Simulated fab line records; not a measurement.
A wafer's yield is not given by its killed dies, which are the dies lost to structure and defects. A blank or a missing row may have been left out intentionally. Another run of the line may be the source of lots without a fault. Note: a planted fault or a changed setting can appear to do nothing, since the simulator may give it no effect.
Check for tools in common | flow berkeleyCmos170 | 14 lots, 42 wafers sampled

WHAT PROMPTED THE OPENING
At UCB170_PLDD_TW_MEAS_11 the reading PLDD_TW is flagged on 2 of 14 lots. Wafers without a fault read 1024, standard deviation 15.
Rule: a lot gets a flag if all its wafers with a number sit over 4 standard deviations from that mean, or if no wafer of it has a number. The rest of the lots are taken to be sound.

lot  | measured     | on           | PLDD_TW, wafer by wafer | flag
L110 | day 7 15:01  | filmMetro-04 | 1009 1006 1007          | 
L111 | day 8 05:50  | filmMetro-04 | 1015 1018 1009          | 
L112 | day 8 06:07  | filmMetro-02 | 1030 1032 1025          | 
L113 | day 8 06:24  | filmMetro-02 | 1028 1030 1035          | 
L118 | day 9 07:02  | filmMetro-03 | 1034 1030 1039          | 
L116 | day 9 08:12  | filmMetro-04 | 1004 1005 1003          | 
L119 | day 9 13:59  | filmMetro-03 | 1035 1029 1041          | 
L120 | day 9 14:14  | filmMetro-04 | 934 929 936             | FLAGGED
L124 | day 10 11:40 | filmMetro-02 | 1040 1042 1041          | 
L123 | day 10 11:53 | filmMetro-04 | 934 933 929             | FLAGGED
L125 | day 10 12:36 | filmMetro-03 | 1034 1032 1042          | 
L127 | day 10 19:28 | filmMetro-03 | 1033 1034 1038          | 
L131 | day 11 17:24 | filmMetro-02 | 1035 1037 1033          | 
L133 | day 12 03:46 | filmMetro-04 | 1010 1010 1006          | 
On average the flagged lots' numbers are 932, which is -92 against the usual, or -6 standard deviations.

LOT BY LOT: THE TOOL USED
Before the reading, the record contains 3 process steps out of a 331-step route. Cell contents, in order: the tool; ch with the chambers the sampled wafers went through; the start.
lot  | flag    | UCB170_ACTIVE_ETCH_15            | UCB170_ACTIVE_STRIP_16             | UCB170_PLDD_IMPLANT_08
L110 |         | rieDiel-04 ch 0,3, day 4 19:25   | plasmaAsher-03 ch 0,1, day 4 19:31 | implanter-02 ch 0, day 7 14:38
L111 |         | rieDiel-04 ch 0,1,3, day 5 11:18 | plasmaAsher-02 ch 0,1, day 5 11:24 | implanter-02 ch 0, day 8 05:26
L112 |         | rieDiel-02 ch 0,3, day 5 10:45   | plasmaAsher-04 ch 0,1, day 5 10:51 | implanter-01 ch 0, day 8 05:43
L113 |         | rieDiel-04 ch 0,1,3, day 5 10:52 | plasmaAsher-02 ch 0,1, day 5 11:01 | implanter-02 ch 0, day 8 06:02
L118 |         | rieDiel-01 ch 0,2,3, day 6 20:10 | plasmaAsher-03 ch 0,1, day 6 20:16 | implanter-02 ch 0, day 9 06:38
L116 |         | rieDiel-02 ch 0,1, day 6 13:31   | plasmaAsher-03 ch 0,1, day 6 13:37 | implanter-01 ch 0, day 9 07:48
L119 |         | rieDiel-01 ch 0,1,3, day 7 05:14 | plasmaAsher-02 ch 0,1, day 7 05:22 | implanter-02 ch 0, day 9 13:38
L120 | FLAGGED | rieDiel-02 ch 1,3, day 7 05:28   | plasmaAsher-03 ch 0,1, day 7 05:34 | implanter-04 ch 0, day 9 13:51
L124 |         | rieDiel-02 ch 2,3, day 7 19:28   | plasmaAsher-03 ch 0,1, day 7 19:34 | implanter-02 ch 0, day 10 11:17
L123 | FLAGGED | rieDiel-01 ch 0,1,3, day 7 19:47 | plasmaAsher-03 ch 0, day 7 19:53   | implanter-04 ch 0, day 10 11:30
L125 |         | rieDiel-01 ch 1,3, day 8 02:43   | plasmaAsher-02 ch 0,1, day 8 02:49 | implanter-02 ch 0, day 10 12:12
L127 |         | rieDiel-02 ch 0,2,3, day 8 12:40 | plasmaAsher-03 ch 0,1, day 8 12:46 | implanter-02 ch 0, day 10 19:04
L131 |         | rieDiel-01 ch 0,2, day 9 05:24   | plasmaAsher-03 ch 0,1, day 9 05:30 | implanter-02 ch 0, day 11 17:00
L133 |         | rieDiel-04 ch 0,3, day 9 15:30   | plasmaAsher-02 ch 0,1, day 9 15:36 | implanter-02 ch 0, day 12 03:22
What the steps here do:
- UCB170_ACTIVE_ETCH_15: etches Si3N4 in CH3F/Ar/O2, stops on SiO2, target depth 242 nm, time 151 s.
- UCB170_ACTIVE_STRIP_16: strips in O2.
- UCB170_PLDD_IMPLANT_08
- UCB170_PLDD_TW_MEAS_11

FLAGGED AGAINST TOTAL, ONE TOOL AT A TIME (gauges that did the reading follow at the end)
step                   | tool           | lots run | flagged | share of the flagged lots | sound lots run after its first flagged lot
UCB170_ACTIVE_ETCH_15  | rieDiel-01     | 5        | 1       | some                      | 2 (L125,L131)
UCB170_ACTIVE_ETCH_15  | rieDiel-02     | 5        | 1       | some                      | 2 (L124,L127)
UCB170_ACTIVE_ETCH_15  | rieDiel-04     | 4        | 0       | none                      | -
UCB170_ACTIVE_STRIP_16 | plasmaAsher-02 | 5        | 0       | none                      | -
UCB170_ACTIVE_STRIP_16 | plasmaAsher-03 | 8        | 2       | all                       | 3 (L124,L127,L131)
UCB170_ACTIVE_STRIP_16 | plasmaAsher-04 | 1        | 0       | none                      | -
UCB170_PLDD_IMPLANT_08 | implanter-01   | 2        | 0       | none                      | -
UCB170_PLDD_IMPLANT_08 | implanter-02   | 10       | 0       | none                      | -
UCB170_PLDD_IMPLANT_08 | implanter-04   | 2        | 2       | all                       | 0
UCB170_PLDD_TW_MEAS_11 | filmMetro-02   | 4        | 0       | none                      | -
UCB170_PLDD_TW_MEAS_11 | filmMetro-03   | 4        | 0       | none                      | -
UCB170_PLDD_TW_MEAS_11 | filmMetro-04   | 6        | 2       | all                       | 1 (L133)

WHAT IS ALLOWED BY THE TABLE
3 rows of the table ran every flagged lot: plasmaAsher-03 at UCB170_ACTIVE_STRIP_16, implanter-04 at UCB170_PLDD_IMPLANT_08, filmMetro-04 at UCB170_PLDD_TW_MEAS_11.
- plasmaAsher-03 at UCB170_ACTIVE_STRIP_16: 2 of its 8 lots flagged. Sound lots ran on it after the first flagged one (L124, L127, L131), which a lasting fault on the whole tool wouldn't allow.
- implanter-04 at UCB170_PLDD_IMPLANT_08: 2 of its 2 lots flagged. No sound lot ran on it before its first flagged lot in this sample; the start therefore can't be narrowed down. Its own readings lie more than 4 standard deviations out on every wafer of the flagged lots: doseIonsCm2, faradayCurrentUA.
- filmMetro-04 at UCB170_PLDD_TW_MEAS_11: 2 of its 6 lots flagged. Sound lots ran on it after the first flagged one (L133), which a lasting fault on the whole tool wouldn't allow.
implanter-04 at UCB170_PLDD_IMPLANT_08 is the single tool remaining.

WHAT THE SIMULATOR PUT IN
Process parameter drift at UCB170_PLDD_IMPLANT_08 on implanter-04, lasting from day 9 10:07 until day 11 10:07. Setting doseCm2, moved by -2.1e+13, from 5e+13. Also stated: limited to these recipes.
Lots struck among those shown: L120, L123. Same finding as the rule above.
